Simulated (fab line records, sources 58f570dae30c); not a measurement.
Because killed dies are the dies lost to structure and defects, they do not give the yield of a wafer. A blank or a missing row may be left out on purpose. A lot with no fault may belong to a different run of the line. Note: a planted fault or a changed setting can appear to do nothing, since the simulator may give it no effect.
fab line records	flow berkeleyCmos170
record: lots: 6	wafers: 18	lastDay: 12
route steps=331 shown PWELL@44 WELLDRIVE@55 M3@331
lots that met no fault: taken from a fault-free run of the same line
startH: hours from the record's first day to the start of the lot's first wafer shown	waitH: hours from the lot's prior step to this one	" repeats the value in the row above	L1.1+2: one row covering several wafers at once	- no value, or no start was given	* or withheld: withheld	< > ~ a bound
route shown NAME@n: NAME is a module with steps in the file, n the number in the route of the first one	usual: mean and standard deviation over wafers with no fault	same: alike in all rows	chamber/n: place in a boat	sites: each site's reading	_std_site: standard deviation of those values	_edge_site: inner sites' mean taken away from outer sites' mean	radiusMm: how far each site lies from the wafer's centre	mask NAME#n: copy n	behind: the tool/chamber that last shaped the wafer	hold: reason for holding the lot/hours on hold/outcome of the hold	device: whichever transistor did not switch (one of n, p or np)	end of line: the same wafers' tests at the end of the route	step lacking rows: just its recipe	killed: count of dies lost to structure and defects at first sort (not the wafer's yield)	map: shows each die of a wafer: x if killed, . if not, _ if none is there
set.NAME: the run value of the setting; set.NAME@STEP: its run value at that earlier step	model.NAME: the simulator's own value behind a step, which no gauge read
a table for each step, a row for each wafer; lots at some steps of the route
services: when a tool's chamber went out of use (startH, in hours from the record's first day, below 0 if earlier), for how many hours, and the reason
== steps ==
step: UCB170_PWELL_EXPOSE_10
recipe: maskId: PWELL	targetCdNm: 3000	na: 0.5	sigmaOuter: 0.6	sourceShape: conventional	doseMj: 19
step: UCB170_PWELL_PEB_11
recipe: pebTempC: 130	pebTimeS: withheld	resist: KrF
step: UCB170_PWELL_DEVELOP_12
recipe: developer: TMAH	developTimeS: 45	resist: KrF	devTempC: 21
step: UCB170_PWELL_OVL_MEAS_13
usual: PWELL_OVL: 0/5.2
lot.wafer	tool	chamber	startH	waitH	PWELL_OVL[nm]
L115.1	overlay-02	-	81.26	-	-6
L115.2	"	-	"	"	-3
L115.3	"	-	"	"	2
L114.3	overlay-02	-	81.55	-	-3
L114.4	"	-	"	"	-3
L114.5	"	-	"	"	-1
L121.1	overlay-01	-	107.88	-	1
L121.3	"	-	"	"	9
L121.6	"	-	"	"	0
L120.1	overlay-01	-	108.50	-	4
L120.4	"	-	"	"	1
L120.6	"	-	"	"	6
L126.2	overlay-02	-	145.08	-	4
L126.4	"	-	"	"	8
L126.5	"	-	"	"	2
L127.1	overlay-01	-	145.31	-	5
L127.3	"	-	"	"	0
L127.5	"	-	"	"	2
step: UCB170_PWELL_ETCH_14
recipe: chemistry: CH3F/Ar/O2	target: Si3N4	stopOn: SiO2	CH3F_flow_sccm: 20	Ar_flow_sccm: 50	O2_flow_sccm: 7	pressureMtorr: 50	rfW: 450	targetDepthA: 2420	overEtchFrac: 0.1	timeS: 151
usual: drypumpMotorCurrentA: 5.7/0.47	oesProductAu: 0.936/0.012	throttleValvePct: 8.01/0.12
lot.wafer	tool	chamber	startH	waitH	drypumpMotorCurrentA	oesProductAu	rfHoursCounterH	throttleValvePct
L115.1	rieDiel-02	1	81.29	0.0	5.6	0.956	158	7.96
L115.2	"	3	"	"	6.2	0.953	52	7.97
L115.3	"	0	"	"	5.2	0.931	56	7.85
L114.3	rieDiel-02	0	81.57	0.0	5.2	0.928	56	7.86
L114.4	"	3	"	"	6.3	0.952	-	7.97
L114.5	"	0	"	"	5.2	0.932	-	7.84
L121.1	rieDiel-01	0	107.92	0.0	5.2	0.942	131	8.08
L121.3	"	1	"	"	4.8	0.947	9	8.02
L121.6	"	2	"	"	6.3	0.927	-	8.01
L120.1	rieDiel-02	3	108.54	0.0	6.3	0.940	54	7.96
L120.4	"	1	"	"	5.5	0.943	160	7.96
L120.6	"	3	"	"	6.3	0.932	-	7.96
L126.2	rieDiel-04	3	145.11	0.0	5.3	0.935	37	8.16
L126.4	"	0	"	"	5.5	0.928	-	8.13
L126.5	"	2	"	"	6.4	0.935	-	7.97
L127.1	rieDiel-02	3	145.35	0.0	6.3	0.947	56	7.96
L127.3	"	0	"	"	5.2	0.938	59	7.86
L127.5	"	3	"	"	6.3	0.956	-	7.98
step: UCB170_PWELL_IMPLANT_15
recipe: species: B	doseCm2: 5e+12	energyKev: 60	tiltDeg: 7
step: UCB170_PWELL_STRIP_16
recipe: chemistry: O2	powerW: 400	pressureMtorr: 3500	platenTempC: withheld	o2FlowSccm: 400	overashFraction: 0.5
usual: drypumpMotorCurrentA: 5.55/0.24	oesProductAu: 0.721/0.0044	stripTimeToEndpointS: 18.07/0.1
lot.wafer	tool	chamber	startH	waitH	drypumpMotorCurrentA	oesProductAu	rfHoursCounterH	stripTimeToEndpointS
L115.1	plasmaAsher-03	0	81.55	0.1	5.75	0.716	36	18.09
L115.2	"	1	"	"	5.29	0.719	36	18.30
L115.3	"	0	"	"	5.71	0.723	-	18.11
L114.3	plasmaAsher-03	1	81.85	0.1	5.32	0.722	-	17.98
L114.4	"	0	"	"	5.72	0.719	-	18.12
L114.5	"	1	"	"	5.28	0.722	-	17.94
L121.1	plasmaAsher-04	1	108.17	0.1	5.67	0.719	32	18.23
L121.3	"	0	"	"	5.40	0.723	-	18.16
L121.6	"	0	"	"	5.39	0.725	-	18.13
L120.1	plasmaAsher-02	0	108.79	0.1	5.89	0.719	41	18.28
L120.4	"	0	"	"	5.87	0.715	-	18.12
L120.6	"	0	"	"	5.86	0.717	-	18.25
L126.2	plasmaAsher-03	1	145.36	0.1	5.33	0.724	43	18.07
L126.4	"	0	"	"	5.74	0.726	-	18.05
L126.5	"	1	"	"	5.31	0.722	-	17.92
L127.1	plasmaAsher-04	0	145.60	0.1	5.42	0.721	35	18.21
L127.3	"	1	"	"	5.73	0.718	-	17.98
L127.5	"	1	"	"	5.73	0.723	-	18.26
step: UCB170_PWELL_TW_MEAS_17
usual: PWELL_TW: 382.9/2.8
lot.wafer	tool	chamber	startH	waitH	PWELL_TW
L115.1	filmMetro-01	-	81.65	0.1	386.0
L115.2	"	-	"	"	384.7
L115.3	"	-	"	"	385.1
L114.3	filmMetro-01	-	81.94	0.1	385.3
L114.4	"	-	"	"	385.0
L114.5	"	-	"	"	383.9
L121.1	filmMetro-04	-	108.27	0.1	380.1
L121.3	"	-	"	"	381.6
L121.6	"	-	"	"	381.5
L120.1	filmMetro-02	-	108.89	0.1	383.7
L120.4	"	-	"	"	382.2
L120.6	"	-	"	"	382.5
L126.2	filmMetro-01	-	145.47	0.1	383.9
L126.4	"	-	"	"	384.8
L126.5	"	-	"	"	383.9
L127.1	filmMetro-02	-	145.70	0.1	381.5
L127.3	"	-	"	"	382.4
L127.5	"	-	"	"	385.6
step: UCB170_PWELL_CLEAN_18
recipe: chemistry: SPM	tempC: 120	timeS: 600
step: UCB170_PWELL_WET_ETCH_19
recipe: chemistry: H3PO4	target: Si3N4	tempC: 160	timeS: 14400
step: UCB170_PWELL_WET_ETCH_20
recipe: chemistry: BOE	dilution: 5:1	target: SiO2	tempC: 25	timeS: 22
step: UCB170_WELLDRIVE_CLEAN_00
recipe: chemistry: SPM	tempC: 120	timeS: 600
step: UCB170_WELLDRIVE_OXIDATION_01
recipe: tempC: 1100	ambient: O2	targetThkA: 1990	oxTimeS: 9000
usual: spikeTcCentreC: 1102.2/1.6	spikeTcLoadC: 1127.0/2.3	spikeTcSourceC: 1125.9/1.9	tubeCenterTempC: 1100.0/0.12	tube_center_temp_C_max: 1102.9/0.51
same: oxTimeS: 9000
lot.wafer	tool	chamber	startH	waitH	spikeTcCentreC	spikeTcLoadC	spikeTcSourceC	tubeCenterTempC	tube_center_temp_C_max	model.SiO2_of_WELLDRIVE_OXIDATION_01.thkNm
L114.3	furnace-01	0	90.36	3.6	1100.2	1126.4	1126.2	1099.8	1103.2	204.7
L114.4	"	0	"	"	1099.6	1129.5	1126.1	1099.9	1102.7	204.3
L114.5	"	0	"	"	1102.6	1127.0	1126.2	1099.9	1103.8	206.4
L115.1	furnace-01	0	90.36	3.6	1099.5	1127.7	1126.6	1100.0	1103.1	203.6
L115.2	"	0	"	"	1100.3	1128.3	1127.2	1100.0	1103.0	202.9
L115.3	"	0	"	"	1100.1	1127.4	1125.9	1100.0	1103.0	202.2
L120.1	furnace-01	0	120.93	7.4	1110.5	1139.1	1136.8	1111.4	1113.9	215.4
L120.4	"	0	"	"	1111.2	1137.7	1136.0	1111.6	1115.3	216.3
L120.6	"	0	"	"	1111.3	1139.5	1140.0	1111.6	1114.8	220
L121.1	furnace-01	0	120.93	8.1	1111.1	1139.9	1138.2	1111.4	1113.8	208.7
L121.3	"	0	"	"	1112.4	1139.9	1137.2	1111.5	1114.2	207.4
L121.6	"	0	"	"	1112.6	1139.2	1137.4	1111.5	1115.1	205.7
L126.2	furnace-02	0	155.34	1.6	1105.2	1129.8	1122.9	1100.1	1102.6	201.6
L126.4	"	0	"	"	1103.3	1128.7	1126.9	1100.1	1102.6	204.6
L126.5	"	0	"	"	1105.4	1131.2	1123.5	1100.0	1103.0	205.3
L127.1	furnace-02	0	155.34	1.6	1104.1	1130.2	1123.2	1100.0	1102.7	199
L127.3	"	0	"	"	1102.1	1130.5	1124.3	1100.0	1102.6	202.4
L127.5	"	0	"	"	1103.3	1128.8	1122.9	1100.1	1102.7	200
step: UCB170_WELLDRIVE_THK_MEAS_02
recipe: reads: SiO2_of_WELLDRIVE_OXIDATION_01
usual: WELLDRIVE_OXIDE_THK: 201/4.2
lot.wafer	tool	chamber	startH	waitH	WELLDRIVE_OXIDE_THK[nm]
L114.3	filmMetro-02	-	93.88	0.0	205
L114.4	"	-	"	"	204
L114.5	"	-	"	"	207
L115.1	filmMetro-03	-	93.89	0.0	203
L115.2	"	-	"	"	203
L115.3	"	-	"	"	202
L120.1	filmMetro-03	-	124.43	0.0	216
L120.4	"	-	"	"	216
L120.6	"	-	"	"	220
L121.1	filmMetro-02	-	124.43	0.0	209
L121.3	"	-	"	"	207
L121.6	"	-	"	"	206
L127.1	filmMetro-03	-	158.84	0.0	199
L127.3	"	-	"	"	202
L127.5	"	-	"	"	200
L126.2	filmMetro-02	-	158.85	0.0	202
L126.4	"	-	"	"	205
L126.5	"	-	"	"	205
step: UCB170_WELLDRIVE_ANNEAL_03
recipe: tempC: 1100	timeS: 900	ambient: N2
step: UCB170_M3_PROBE_99
lot.wafer	tool	chamber	startH	waitH	model.etest.nwellPinched.rsOhmSq	model.etest.nwell.widthNm	model.etest.nwell.rsOhmSq	model.etest.isoPplusPwell.bvV	model.etest.fieldPMetal.vtV	model.etest.vpnp.gain	model.etest.diodePplusNwell.bvV	model.etest.diodePplusComb.cjFfUm2
L115.1	prober-01	-	227.08	0.1	1302	2360	861.2	22.82	-59.04	11.52	10.58	1.106
L115.2	prober-01	-	227.13	0.1	1289	2366	860.3	21.95	-59.63	11.39	10.83	1.111
L115.3	prober-01	-	227.18	0.2	1299	2371	865.1	21.93	-60.05	11.56	11.04	1.106
L114.3	prober-02	-	227.45	0.2	1277	2362	854.9	24.79	-60.9	11.19	10.84	1.098
L114.4	prober-02	-	227.50	0.2	1284	2365	866.9	24.89	-61.12	11.39	10.83	1.099
L114.5	prober-02	-	227.55	0.2	1282	2364	868.8	24.85	-61.41	11.23	10.75	1.101
L120.1	prober-01	-	247.39	0.1	1222	2298	849.6	22.33	-58.24	10.96	11.1	1.082
L120.4	prober-01	-	247.54	0.2	1213	2289	844.3	22.73	-59.31	11.05	11.14	1.077
L120.6	prober-01	-	247.64	0.2	1220	2307	855.1	21.75	-58.26	10.94	11.06	1.079
L121.1	prober-02	-	247.80	0.1	1231	2294	851.7	21.33	-57.85	10.93	11.18	1.074
L121.3	prober-02	-	247.90	0.2	1213	2300	844.5	21.87	-58.66	10.92	11.14	1.075
L121.6	prober-02	-	248.05	0.2	1212	2281	845.7	21.75	-58.12	10.81	11.15	1.076
L126.2	prober-01	-	285.06	0.1	1284	2367	861.3	23.48	-58.78	11.64	10.73	1.106
L126.4	prober-01	-	285.16	0.2	1293	2379	863.4	23.21	-59.03	11.54	10.83	1.101
L126.5	prober-01	-	285.21	0.2	1287	2376	864.7	23.24	-60.53	11.41	10.71	1.102
L127.1	prober-01	-	290.44	0.1	1290	2370	866.6	25.35	-60.94	11.44	10.77	1.1
L127.3	prober-01	-	290.54	0.2	1299	2373	864.2	25.16	-60.6	11.48	10.78	1.1
L127.5	prober-01	-	290.64	0.2	1282	2360	869.9	24.75	-60.66	11.18	10.86	1.101
killed by level:class
L115.1 WELLDRIVE:geometricParticle:open=1
L115.2 WELLDRIVE:geometricParticle:short=1 WELLDRIVE:geometricParticle:open=1 SPACER:geometricParticle:short=1
L115.3 WELLDRIVE:geometricParticle:open=1 SACOX:geometricParticle:open=1 GATE:geometricParticle:short=1 SILICIDE:geometricParticle:short=1 V2:geometricParticle:open=1
L114.3 M1:geometricParticle:short=1
L114.4 SILICIDE:geometricParticle:open=1 SILICIDE:geometricParticle:short=1
L114.5 SACOX:geometricParticle:open=1
L120.1 SACOX:geometricParticle:open=1 M3:geometricParticle:open=1 M3:geometricParticle:short=1
L120.4 V1:geometricParticle:short=1
L120.6 V2:geometricParticle:open=2 SCREENOX:geometricParticle:open=1 GATE:geometricParticle:short=1 SPACER:geometricParticle:short=1
L126.2 GATE:geometricParticle:open=1 M2:geometricParticle:short=1 M3:geometricParticle:short=1
L126.4 GATE:geometricParticle:short=1 GATE:geometricParticle:open=1 SILICIDE:geometricParticle:open=1 CONTACT:geometricParticle:open=1
L126.5 SILICIDE:geometricParticle:open=1 SILICIDE:geometricParticle:short=1 CONTACT:coatMicrobubblePrinted=1
L127.1 GATE:geometricParticle:short=1 SILICIDE:geometricParticle:short=1 M1:geometricParticle:short=1 M2:geometricParticle:short=1 M3:geometricParticle:short=1
L127.3 GATE:geometricParticle:open=1
L127.5 V1:geometricParticle:short=2 CONTACT:geometricParticle:open=1 M2:geometricParticle:short=1 M3:geometricParticle:short=1
== services ==
tool	chamber	startH	hours	kind
furnace-01	-	65.62	2.8	pm
rieDiel-02	2	75.14	13.7	repair
rieDiel-04	0	85.88	6.4	repair
rieDiel-04	0	115.57	3.0	repair
rieDiel-01	1	116.66	6.4	repair
plasmaAsher-02	-	117.05	8.3	repair
plasmaAsher-04	-	128.24	10.0	pm
rieDiel-02	1	129.19	-	clean
rieDiel-02	1	129.19	23.6	scheduledDown
rieDiel-02	1	129.19	23.6	ventCycle
rieDiel-04	1	132.20	-	clean
rieDiel-04	1	132.20	15.7	scheduledDown
rieDiel-04	1	132.20	15.7	ventCycle
rieDiel-01	0	134.74	3.9	repair
plasmaAsher-04	-	147.44	3.3	repair
plasmaAsher-03	-	148.33	2.8	pm
== key ==
firstSign: step: UCB170_WELLDRIVE_OXIDATION_01	reading: tubeCenterTempC	direction: up	sigmas: 99+	usual: *	struck: *
effect: step: UCB170_WELLDRIVE_OXIDATION_01	reading: tube_center_temp_C_max	direction: up	sigmas: 23	usual: *	struck: *
effect: step: UCB170_WELLDRIVE_THK_MEAS_02	reading: WELLDRIVE_OXIDE_THK	direction: up	sigmas: 2.6	usual: 201	struck: 212
modelEffect: step: UCB170_WELLDRIVE_OXIDATION_01	value: SiO2_of_WELLDRIVE_OXIDATION_01.thkNm	without: 200	struck: 212.2
modelEffect: step: UCB170_M3_PROBE_99	value: etest.nwellPinched.rsOhmSq	without: 1289	struck: 1218
metAt UCB170_WELLDRIVE_OXIDATION_01
struckWafers L120.1,L120.4,L120.6,L121.1,L121.3,L121.6
sortLeftOut L121.1,L121.3,L121.6
testerLeftOut L120,L121
onsetBetween 90.36 120.93
fault: kind: processParameterDrift	tool: furnace-01	chamber: -	onsetH: 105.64	steps: UCB170_WELLDRIVE_OXIDATION_01	channel: tempC	offset: *	shape: step	endH: 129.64	actsIn: *	stated: *
testerLeftOut: of these lots the tester's yield and bins aren't shown, on N5 and GAA mostly nor the transistor test; their killed dies are dies lost to structure and defects alone, not to doping, threshold or leakage, so they don't give the yield
sortLeftOut: the simulated sort isn't trusted on such a fault, so these wafers' sort isn't shown, and their yield isn't known
